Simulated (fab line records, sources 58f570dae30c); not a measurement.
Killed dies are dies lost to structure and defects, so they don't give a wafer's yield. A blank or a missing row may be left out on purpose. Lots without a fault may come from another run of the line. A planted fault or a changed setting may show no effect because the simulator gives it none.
Which tool did it? | flow berkeley_cmos170 | 7 lots, 21 wafers sampled, at 3 steps of a route of 331

WHAT THE GAUGES READ, wafer by wafer
UCB170_PWELL_TW_MEAS_17.
lot  | measured    | on            | PWELL_TW
L508 | day 3 16:41 | film_metro-03 | 381.4 384.0 381.3
L509 | day 4 14:13 | film_metro-03 | 379.8 380.6 379.6
L514 | day 5 05:33 | film_metro-03 | 380.6 381.4 379.6
L519 | day 6 00:18 | film_metro-03 | 383.1 384.9 383.4
L521 | day 6 08:44 | film_metro-01 | 379.4 380.3 379.5
L523 | day 6 22:52 | film_metro-04 | 381.7 382.0 381.8
L527 | day 7 11:58 | film_metro-01 | 379.1 378.8 378.9

WHICH TOOL RAN EACH LOT (tool, then ch and the chambers of the sampled wafers, then the start)
lot  | UCB170_PWELL_CLEAN_00          | UCB170_PWELL_STRIP_16
L508 | wet_bench-04 ch 1, day 3 01:35 | plasma_asher-04 ch 0,1, day 3 16:35
L509 | wet_bench-01 ch 1, day 3 21:32 | plasma_asher-01 ch 0,1, day 4 14:07
L514 | wet_bench-04 ch 3, day 4 15:46 | plasma_asher-03 ch 0, day 5 05:26
L519 | wet_bench-01 ch 1, day 5 11:06 | plasma_asher-03 ch 0,1, day 6 00:12
L521 | wet_bench-02 ch 2, day 5 20:14 | plasma_asher-01 ch 0,1, day 6 08:39
L523 | wet_bench-02 ch 1, day 6 09:26 | plasma_asher-01 ch 0,1, day 6 22:46
L527 | wet_bench-04 ch 1, day 6 23:41 | plasma_asher-01 ch 0,1, day 7 11:52
- UCB170_PWELL_CLEAN_00: cleans in SPM, time 600 s.
- UCB170_PWELL_STRIP_16: strips in O2.

THE ANSWER, worked out from the rows above alone
Rule: what is usual is taken from the lots themselves. Put in order of their means at a reading, lots are off if they are a third of the lots or fewer, leave a main group of 4 or more, and stand apart from it by a gap of 3 or more times the standard deviation of the main group's means; of several such gaps the widest counts. A main group whose means are all the same, to the digits that the tables above print for the reading, isn't used. A lot without any number at a reading at which 4 lots or more have one is off too. The other lots that the step has rows for count as sound.
No lot is off at any reading shown: from this, nothing can be told.

WHAT THE SIMULATOR HAD PUT IN
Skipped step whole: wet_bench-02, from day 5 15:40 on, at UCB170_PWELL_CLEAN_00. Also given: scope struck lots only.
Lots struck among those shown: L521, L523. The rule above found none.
